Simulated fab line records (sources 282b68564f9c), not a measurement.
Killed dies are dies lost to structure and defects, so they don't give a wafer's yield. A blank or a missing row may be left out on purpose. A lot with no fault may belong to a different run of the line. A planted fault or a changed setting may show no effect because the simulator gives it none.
Which tool is to blame? / flow rit cmos / 7 lots, 21 wafers sampled, at 2 steps of a route of 202

WHAT THE GAUGES READ, wafer by wafer
RIT_CONTACT_THK_MEAS_01.
lot=L669; measured=day 3 18:50; on=film metro-02; CONTACT_TEOS_THK (nm)=374 379 385
lot=L673; measured=day 4 15:20; on=film metro-01; CONTACT_TEOS_THK (nm)=375 381 386
lot=L675; measured=day 5 07:08; on=film metro-04; CONTACT_TEOS_THK (nm)=387 377 384
lot=L678; measured=day 5 15:42; on=film metro-04; CONTACT_TEOS_THK (nm)=385 386 386
lot=L684; measured=day 7 00:12; on=film metro-04; CONTACT_TEOS_THK (nm)=382 388 387
lot=L691; measured=day 8 22:32; on=film metro-04; CONTACT_TEOS_THK (nm)=368 378 377

WHICH TOOL RAN EACH LOT (tool, then ch and the chambers of the sampled wafers, then the start)
lot=L669; RIT_SPACER_ETCHBACK_05=rie diel-03 ch 0,2,3, day 3 14:07
lot=L673; RIT_SPACER_ETCHBACK_05=rie diel-03 ch 0,2, day 4 10:35
lot=L675; RIT_SPACER_ETCHBACK_05=rie diel-01 ch 0,2,3, day 5 02:25
lot=L678; RIT_SPACER_ETCHBACK_05=rie diel-03 ch 0,2,3, day 5 10:46
lot=L684; RIT_SPACER_ETCHBACK_05=rie diel-01 ch 0,2,3, day 6 19:10
lot=L687; RIT_SPACER_ETCHBACK_05=rie diel-01 ch 0,1, day 7 14:40
lot=L691; RIT_SPACER_ETCHBACK_05=rie diel-03 ch 1,2, day 8 17:41
- RIT_SPACER_ETCHBACK_05: etches Si3N4 in SF6/CHF3, stops on SiO2, target depth 250 nm, time 240 s.

THE ANSWER, worked out from the rows above alone
Rule: what is usual is taken from the lots themselves. The widest of any qualifying gaps counts: lots, ordered by their means at a reading, are off when they make up no more than a third of the lots, leave a main group of 4 or more, and stand apart from it by 3 or more times the standard deviation of that group's means. A main group is skipped when, at the precision printed for the reading in the tables above, its means are all equal. A lot without any number at a reading at which 4 lots or more have one is off too. Any other lot the step has rows for is counted as sound.
None of the lots is off at any reading shown; this tells nothing.

WHAT WAS PUT IN BY THE SIMULATOR
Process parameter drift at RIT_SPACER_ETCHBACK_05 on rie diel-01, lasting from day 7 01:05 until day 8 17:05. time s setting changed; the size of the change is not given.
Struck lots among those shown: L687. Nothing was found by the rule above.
